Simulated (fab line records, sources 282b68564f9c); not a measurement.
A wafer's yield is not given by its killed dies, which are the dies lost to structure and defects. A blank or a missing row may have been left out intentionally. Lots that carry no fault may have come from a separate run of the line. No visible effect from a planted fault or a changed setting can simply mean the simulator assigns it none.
Which of the tools did it?	flow rit cmos	Sampling: 14 lots, 42 wafers, 2 of 202 route steps

## WHAT THE GAUGES SHOWED, per wafer
RIT_SILICIDE_RS_MEAS_02: a four-point-probe measurement.
lot	measured	on	SILICIDE_TI_RS (ohm/sq)
L745	day 3 02:53	film metro-02	48.0 47.4 48.0
L746	day 3 07:42	film metro-04	48.2 49.1 48.9
L747	day 3 12:46	film metro-02	48.5 50.2 48.5
L748	day 3 16:06	film metro-02	49.0 49.6 49.0
L749	day 3 22:05	film metro-04	46.6 47.2 46.5
L750	day 4 03:25	film metro-04	47.2 47.0 47.1
L751	day 4 08:09	film metro-02	48.1 48.1 47.8
L752	day 4 12:31	film metro-01	47.5 47.5 48.6
L755	day 5 04:08	film metro-02	36.9 36.9 48.4
L757	day 5 16:16	film metro-04	37.2 47.8 48.2
L762	day 6 17:21	film metro-01	49.0 48.6 49.0
L764	day 7 00:40	film metro-04	48.2 48.2 48.2
L766	day 7 10:30	film metro-01	48.9 49.2 49.3
L768	day 7 22:47	film metro-04	48.4 49.0 48.0

## TOOL THAT RAN EACH LOT (tool first, then ch and the chambers of the sampled wafers, then the start)
lot	RIT_SILICIDE_SPUTTER_01
L745	pvd sputter-01, day 3 02:43
L746	pvd sputter-04, day 3 07:31
L747	pvd sputter-01, day 3 12:35
L748	pvd sputter-04, day 3 15:57
L749	pvd sputter-01, day 3 21:56
L750	pvd sputter-04, day 4 03:15
L751	pvd sputter-01, day 4 07:58
L752	pvd sputter-04, day 4 12:21
L755	pvd sputter-01, day 5 03:58
L757	pvd sputter-01, day 5 16:05
L762	pvd sputter-04, day 6 17:11
L764	pvd sputter-04, day 7 00:28
L766	pvd sputter-04, day 7 10:21
L768	pvd sputter-04, day 7 22:38
- RIT_SILICIDE_SPUTTER_01: material Ti, target thk 30 nm, time 240 s.

## WHAT THE TOOLS THEMSELVES READ (means of the sampled wafers that have a number; where no wafer has one, the mark that the record gives instead)
RIT_SILICIDE_SPUTTER_01.
lot	tool	cathode dc power W (W)	chamber pressure pa (Pa)	throttle valve pct (%)
L745	pvd sputter-01	350.00	0.6676	29.4
L746	pvd sputter-04	350.02	0.6666	30.5
L747	pvd sputter-01	350.01	0.6658	29.7
L748	pvd sputter-04	350.05	0.6670	30.3
L749	pvd sputter-01	350.00	0.6666	29.6
L750	pvd sputter-04	349.98	0.6672	29.7
L751	pvd sputter-01	350.04	0.6663	29.2
L752	pvd sputter-04	349.98	0.6686	30.2
L755	pvd sputter-01	350.02	0.6103	32.2
L757	pvd sputter-01	350.05	0.6388	30.2
L762	pvd sputter-04	350.05	0.6676	29.7
L764	pvd sputter-04	349.91	0.6669	29.4
L766	pvd sputter-04	350.01	0.6669	29.2
L768	pvd sputter-04	350.00	0.6678	30.0

## THE ANSWER, worked out from the rows above alone
Rule: what is usual is taken from the lots themselves. Put in order of their means at a reading, lots are off if they are a third of the lots or fewer, leave a main group of 4 or more, and stand apart from it by a gap of 3 or more times the standard deviation of the main group's means; of several such gaps the widest counts. The tables above print the reading to a certain number of digits; a main group whose means all agree to those digits is not used. Also off: a lot with no number at a reading for which 4 or more lots have one. All remaining lots with rows at the step are treated as sound. First the gauges in route order, then the tools' own readings, where a lot's mean is used as printed above. The first step at which some lot is off is used, and at that step the reading that is off furthest; a lot without a number counts as furthest.
Off: L755, L757, seen at RIT_SILICIDE_RS_MEAS_02 (SILICIDE_TI_RS). The main group has a mean of 48.3 ohm/sq with a standard deviation of 0.76.
A tool fits if, at a process step before that reading, it ran every lot that is off, and no sound lot after the first of them. Not tried: the gauges at RIT_SILICIDE_RS_MEAS_02; whatever is off there is also off at RIT_SILICIDE_SPUTTER_01, on other tools, and gauge error can't account for it. One candidate fits, namely pvd sputter-01 at RIT_SILICIDE_SPUTTER_01. A fault onset in the window from L751 (day 4 07:58, its last sound lot) to L755 (day 5 03:58, its first lot off) fits.
On the lots that are off, the tool's own readings at RIT_SILICIDE_SPUTTER_01 differ by more than 5 times the standard deviation of the sound lots' means, which bears it out; chamber pressure pa reads 0.6245 Pa there versus 0.6671 Pa on the sound lots.

## WHAT THE SIMULATOR PUT IN
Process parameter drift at RIT_SILICIDE_SPUTTER_01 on pvd sputter-01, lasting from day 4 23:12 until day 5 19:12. Setting chamber pressure pa, moved by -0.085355, from 0.667. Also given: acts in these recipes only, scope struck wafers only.
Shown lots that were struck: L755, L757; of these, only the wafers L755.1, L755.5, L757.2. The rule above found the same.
